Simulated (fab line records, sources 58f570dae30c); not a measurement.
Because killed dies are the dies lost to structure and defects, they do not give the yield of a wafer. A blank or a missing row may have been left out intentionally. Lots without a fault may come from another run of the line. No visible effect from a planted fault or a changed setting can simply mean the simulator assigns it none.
What tool caused it? -- flow berkeley-cmos170 -- 14 lots with 42 wafers sampled at 5 steps, on a route of 331 steps

== WHAT EACH GAUGE READ, for each wafer ==
UCB170_PSD_CD_MEAS_06: the cd target is 1200 nm.
lot,measured,on,cd-nm (nm)
L486,day 8 02:46,cd-sem-01,1200.0 1201.9 1199.4
L487,day 8 03:04,cd-sem-01,1197.5 1197.2 1195.6
L488,day 8 16:50,cd-sem-01,1200.2 1200.5 1200.9
L490,day 8 16:42,cd-sem-01,1199.7 1201.4 1200.2
L491,day 9 05:04,cd-sem-02,1198.6 1198.4 1198.1
L495,day 9 05:37,cd-sem-01,1201.6 1200.8 1200.3
L493,day 9 05:43,cd-sem-02,1198.6 1196.9 1196.5
L497,day 10 09:47,cd-sem-02,1200.3 1200.6 1200.1
L498,day 10 09:32,cd-sem-02,1200.4 1201.7 1201.0
L499,day 10 10:04,cd-sem-01,1201.3 1201.4 1201.3
L501,day 11 01:29,cd-sem-02,1199.6 1198.8 1199.0
L505,day 12 04:46,cd-sem-01,1200.8 1200.2 1201.6
L507,day 12 05:02,cd-sem-01,1200.3 1200.9 1199.6
L508,day 13 00:31,cd-sem-01,1202.4 1202.8 1202.0

UCB170_NSD_CD_MEAS_06: the cd target is 1200 nm.
lot,measured,on,cd-nm (nm)
L486,day 8 04:27,cd-sem-02,1197.6 1198.8 1198.5
L487,day 8 05:12,cd-sem-02,1202.0 1203.6 1201.7
L488,day 8 18:53,cd-sem-01,1201.9 1203.0 1203.1
L490,day 8 18:40,cd-sem-01,1199.5 1199.3 1200.6
L491,day 9 06:53,cd-sem-01,1200.0 1200.6 1199.8
L495,day 9 07:29,cd-sem-01,1200.0 1200.3 1201.2
L493,day 9 07:43,cd-sem-01,1199.4 1200.3 1200.7
L497,day 10 11:32,cd-sem-01,1201.1 1201.4 1201.9
L498,day 10 11:17,cd-sem-02,1228.7 1228.6 1227.6 1229.1 1228.4 1228.3
L499,day 10 11:55,cd-sem-01,1220.6 1220.2 1221.2 1220.5 1219.9 1221.3
L501,day 11 04:40,cd-sem-02,1199.2 1200.5 1200.2
L505,day 12 06:14,cd-sem-01,1199.7 1200.0 1199.8
L507,day 12 06:44,cd-sem-01,1201.8 1200.7 1199.8
L508,day 13 02:44,cd-sem-02,1198.6 1200.2 1200.8

== WHAT TOOL EACH LOT RAN ON (gives the tool, then ch and the chambers of the sampled wafers, and finally the start) ==
lot,UCB170_NLDD_STRIP_10,UCB170_SPACER_CVD_00,UCB170_NSD_PEB_04
L486,"plasma-asher-02 ch 0,1, day 7 18:44","pecvd-02 ch 0,1, day 7 19:04","litho-track-01 ch 0, day 8 04:11"
L487,"plasma-asher-01 ch 0,1, day 7 19:03","pecvd-03 ch 0,1, day 7 19:23","litho-track-01 ch 0, day 8 04:56"
L488,"plasma-asher-02 ch 0,1, day 8 09:58","pecvd-03 ch 1,2, day 8 10:18","litho-track-01 ch 0, day 8 18:37"
L490,"plasma-asher-01 ch 0,1, day 8 10:22","pecvd-01 ch 0,1,2, day 8 10:42","litho-track-02 ch 0, day 8 18:24"
L491,"plasma-asher-04 ch 0,1, day 8 18:00","pecvd-03 ch 0,1, day 8 18:32","litho-track-01 ch 0, day 9 06:37"
L495,"plasma-asher-01 ch 0, day 9 00:24","pecvd-01 ch 1,2, day 9 00:45","litho-track-01 ch 0, day 9 07:10"
L493,"plasma-asher-04 ch 0,1, day 9 00:28","pecvd-03 ch 0,2, day 9 01:03","litho-track-01 ch 0, day 9 07:26"
L497,"plasma-asher-04 ch 0,1, day 9 23:50","pecvd-02 ch 1,2, day 10 00:11","litho-track-02 ch 0, day 10 11:16"
L498,"plasma-asher-04 ch 0,1, day 10 00:05","pecvd-03 ch 0,1,2, day 10 00:25","litho-track-01 ch 0, day 10 11:01"
L499,"plasma-asher-04 ch 0,1, day 10 00:24","pecvd-01 ch 0,2, day 10 00:44","litho-track-01 ch 0, day 10 11:39"
L501,"plasma-asher-04 ch 1, day 10 16:58","pecvd-01 ch 0,2, day 10 19:49","litho-track-02 ch 0, day 11 04:23"
L505,"plasma-asher-01 ch 0, day 11 20:44","pecvd-01 ch 0,1, day 11 21:04","litho-track-02 ch 0, day 12 05:58"
L507,"plasma-asher-02 ch 0, day 11 22:05","pecvd-02 ch 0,1,2, day 11 22:25","litho-track-04 ch 0, day 12 06:28"
L508,"plasma-asher-02 ch 0,1, day 12 17:23","pecvd-02 ch 0,1,2, day 12 17:43","litho-track-04 ch 0, day 13 02:29"
- UCB170_NLDD_STRIP_10: strips in O2.
- UCB170_SPACER_CVD_00: deposits SiO2 from TEOS/O2, target thk 376 nm, time 47 s.
- UCB170_NSD_PEB_04

== WHAT THE TOOLS THEMSELVES READ (means of the sampled wafers that have a number; where no wafer has one, the mark that the record gives instead) ==
UCB170_NLDD_STRIP_10.
lot,tool,drypump-motor-current-A (A),oes-product-au (a.u.),strip-time-to-endpoint-s (s)
L486,plasma-asher-02,6.0,0.732,21.59
L487,plasma-asher-01,6.0,0.735,21.60
L488,plasma-asher-02,5.8,0.732,21.56
L490,plasma-asher-01,5.9,0.737,21.56
L491,plasma-asher-04,5.8,0.737,21.49
L495,plasma-asher-01,5.5,0.732,21.56
L493,plasma-asher-04,5.6,0.735,21.62
L497,plasma-asher-04,5.6,0.733,21.63
L498,plasma-asher-04,5.8,0.738,21.54
L499,plasma-asher-04,5.6,0.735,21.67
L501,plasma-asher-04,5.9,0.734,21.57
L505,plasma-asher-01,5.4,0.733,21.50
L507,plasma-asher-02,6.2,0.733,21.73
L508,plasma-asher-02,5.9,0.733,21.52

UCB170_SPACER_CVD_00.
lot,tool,heater-power-w (W)
L486,pecvd-02,310
L487,pecvd-03,239
L488,pecvd-03,216
L490,pecvd-01,264
L491,pecvd-03,227
L495,pecvd-01,275
L493,pecvd-03,219
L497,pecvd-02,286
L498,pecvd-03,209
L499,pecvd-01,274
L501,pecvd-01,254
L505,pecvd-01,325
L507,pecvd-02,312
L508,pecvd-02,305

UCB170_NSD_PEB_04.
lot,tool,heater-power-total-W (W),plate-temp-C (C)
L486,litho-track-01,56.82,129.80
L487,litho-track-01,56.78,129.89
L488,litho-track-01,56.80,129.97
L490,litho-track-02,56.84,129.91
L491,litho-track-01,56.82,130.12
L495,litho-track-01,56.79,129.97
L493,litho-track-01,56.81,129.88
L497,litho-track-02,56.81,130.00
L498,litho-track-01,59.78,135.11
L499,litho-track-01,59.81,135.19
L501,litho-track-02,56.79,130.07
L505,litho-track-02,56.78,130.12
L507,litho-track-04,56.79,129.91
L508,litho-track-04,56.77,129.93

== THE ANSWER, worked out from the rows above alone ==
Rule: what is usual is taken from the lots themselves. The widest of any qualifying gaps counts: lots, ordered by their means at a reading, are off when they make up no more than a third of the lots, leave a main group of 4 or more, and stand apart from it by 3 or more times the standard deviation of that group's means. A main group is skipped when, at the precision printed for the reading in the tables above, its means are all equal. A lot without any number at a reading at which 4 lots or more have one is off too. All remaining lots with rows at the step are treated as sound. First the gauges in route order, then the tools' own readings, where a lot's mean is used as printed above. The first step at which some lot is off is used, and at that step the reading that is off furthest; a lot without a number counts as furthest.
Off: L498, L499, at UCB170_NSD_CD_MEAS_06 (cd-nm). For the main group the mean is 1200.5 nm and the standard deviation 1.2.
If a tool, at a process step before that reading, ran all the lots that are off and no sound lot after the first of them, it fits. Not tried: the gauges at UCB170_NSD_CD_MEAS_06; whatever is off there is also off at UCB170_NSD_PEB_04, on other tools, and gauge error can't account for it. One fits: UCB170_NSD_PEB_04 on litho-track-01. A fault onset in the window from L493 (day 9 07:26, its last sound lot) to L498 (day 10 11:01, its first lot off) fits.
The tool's own readings at UCB170_NSD_PEB_04 bear it out: on the lots that are off they differ by more than 5 times the standard deviation of the sound lots' means. heater-power-total-W reads 59.80 W there against 56.80 W on the sound lots; plate-temp-C reads 135.15 C there against 129.96 C on the sound lots.

== WHAT HAD BEEN PUT IN BY THE SIMULATOR ==
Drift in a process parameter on litho-track-01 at UCB170_NSD_PEB_04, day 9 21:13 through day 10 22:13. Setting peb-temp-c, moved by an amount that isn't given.
Lots struck among those shown: L498, L499. The rule above reached the same finding.
